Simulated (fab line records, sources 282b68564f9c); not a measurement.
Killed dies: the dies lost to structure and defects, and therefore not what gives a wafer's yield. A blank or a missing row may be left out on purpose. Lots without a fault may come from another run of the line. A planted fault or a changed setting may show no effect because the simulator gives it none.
Lot-split experiment	flow ritCmos	23 wafers read across 5 lots, on a route 202 steps long

## ON THE SPLIT
At RIT_GATE_COAT_11 (resist thk 850 nm), the setting spinRpm was moved away from the recipe's 4250 rpm on 10 of the 23 wafers read, by -5.6% to +4.4%. The other wafers ran this setting at the recipe's value.

## FROM THE SPLIT TO THE READING: what the file shows between them, 4 steps
- RIT_GATE_EXPOSE_13: exposes mask M6, target cd 150 nm (also split here: doseMj)
- RIT_GATE_PEB_14
- RIT_GATE_DEVELOP_15: develop time 50 s
- RIT_GATE_CD_MEAS_16: target cd 150 nm

## THE READING
NOVOLAK_of_GATE_COAT_11.thkNm (the simulator's own value, which no gauge read), in nm, at RIT_GATE_HARDBAKE_18 (time 60 s). There is no usual value for it anywhere in the file. Across the 13 wafers here that went through the recipe, the average is 752.7 nm and the standard deviation 1.4 nm.

wafer	tool, chamber at the split	spinRpm as run, rpm	against the recipe	NOVOLAK_of_GATE_COAT_11.thkNm, nm	against lot-mates on the recipe
L074.2	lithoTrack-01, 0	4250	recipe	752.2	-
L074.3	lithoTrack-01, 0	4250	recipe	753.1	-
L074.4	lithoTrack-01, 0	4014	-5.6%	771.4	+19.1
L074.5	lithoTrack-01, 0	4250	recipe	751.5	-
L074.6	lithoTrack-01, 0	4014	-5.6%	774	+21.7
L075.2	lithoTrack-04, 0	4250	recipe	753	-
L075.3	lithoTrack-04, 0	4250	recipe	752.5	-
L075.4	lithoTrack-04, 0	4435	+4.4%	739.6	-13.7
L075.5	lithoTrack-04, 0	4250	recipe	754.3	-
L075.6	lithoTrack-04, 0	4435	+4.4%	741.1	-12.2
L076.1	lithoTrack-01, 0	4250	recipe	752.3	-
L076.2	lithoTrack-01, 0	4250	recipe	749	-
L076.4	lithoTrack-01, 0	4367	+2.8%	741.1	-9.5
L076.5	lithoTrack-01, 0	4367	+2.8%	740.2	-10.4
L076.6	lithoTrack-01, 0	4367	+2.8%	741.8	-8.9
L077.2	lithoTrack-01, 0	4250	recipe	753.5	-
L077.3	lithoTrack-01, 0	4058	-4.5%	772.1	+18.5
L077.4	lithoTrack-01, 0	4058	-4.5%	771	+17.4
L077.5	lithoTrack-01, 0	4058	-4.5%	772.5	+18.9
L077.6	lithoTrack-01, 0	4250	recipe	753.8	-
L082.1	lithoTrack-04, 0	4250	recipe	754.8	-
L082.4	lithoTrack-04, 0	4250	recipe	751.5	-
L082.5	lithoTrack-04, 0	4250	recipe	753.1	-

FIT RESULTS
A straight line over all 23 wafers: NOVOLAK_of_GATE_COAT_11.thkNm changes by -3.72 nm for each +1% of spinRpm; r = -0.98; the points scatter about the line by 2 nm.
The same after taking each lot's own level away (the mean of its wafers on the recipe; 23 wafers): -3.6 nm for each +1%; r = -0.99; scatter 1.4 nm.
On that fit, the largest move of spinRpm shifts the reading by 20 nm.
The span of the lots' own levels, 750.65 to 753.65 nm, comes to 2.1 times the standard deviation stated above.
The two slopes agree, so the slope changes little with the lot-to-lot level.
Check: +20.9 nm against its lot-mates is what the line predicts for one of the wafers moved furthest among these (-5.6%) when that wafer is left out of the fit. It came out at +19.1 nm against them.

## THESE WAFERS: OTHER SPLITS
These wafers also went through other splits before the reading. Each is held against what the fit with the lots' levels taken away leaves over:
other split on the same wafers	wafers away from the commonest value	r with NOVOLAK_of_GATE_COAT_11.thkNm (lot level and that fit taken away)
RIT_ACTIVE_CVD_03 pressureMtorr	18	+0.31
RIT_NWELL_COAT_01 resistThkNm	6	-0.13
RIT_NWELL_DEVELOP_05 developTimeS	9	+0.00
RIT_PWELL_IMPLANT_08 doseCm2	11	+0.04
RIT_PRETRO_IMPLANT_08 energyKev	4	-0.10
RIT_GATE_EXPOSE_13 doseMj	11	+0.18

## THE WHOLE CHAIN: every reading that the file lists as answering this split, in the file's order
step	what it does	reading	change (the file's fit)	r (the file's)
RIT_GATE_COAT_11	resist thk 850 nm	NOVOLAK_of_GATE_COAT_11.thkNm (the simulator's own value, which no gauge read)	-4.09 nm for each +1% of the setting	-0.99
RIT_GATE_HARDBAKE_18	time 60 s	NOVOLAK_of_GATE_COAT_11.thkNm (the simulator's own value, which no gauge read)	-3.58 nm for each +1% of the setting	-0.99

## FILE'S OWN FIT
NOVOLAK_of_GATE_COAT_11.thkNm changes by -3.58 nm for each +1% of spinRpm, r = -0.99.
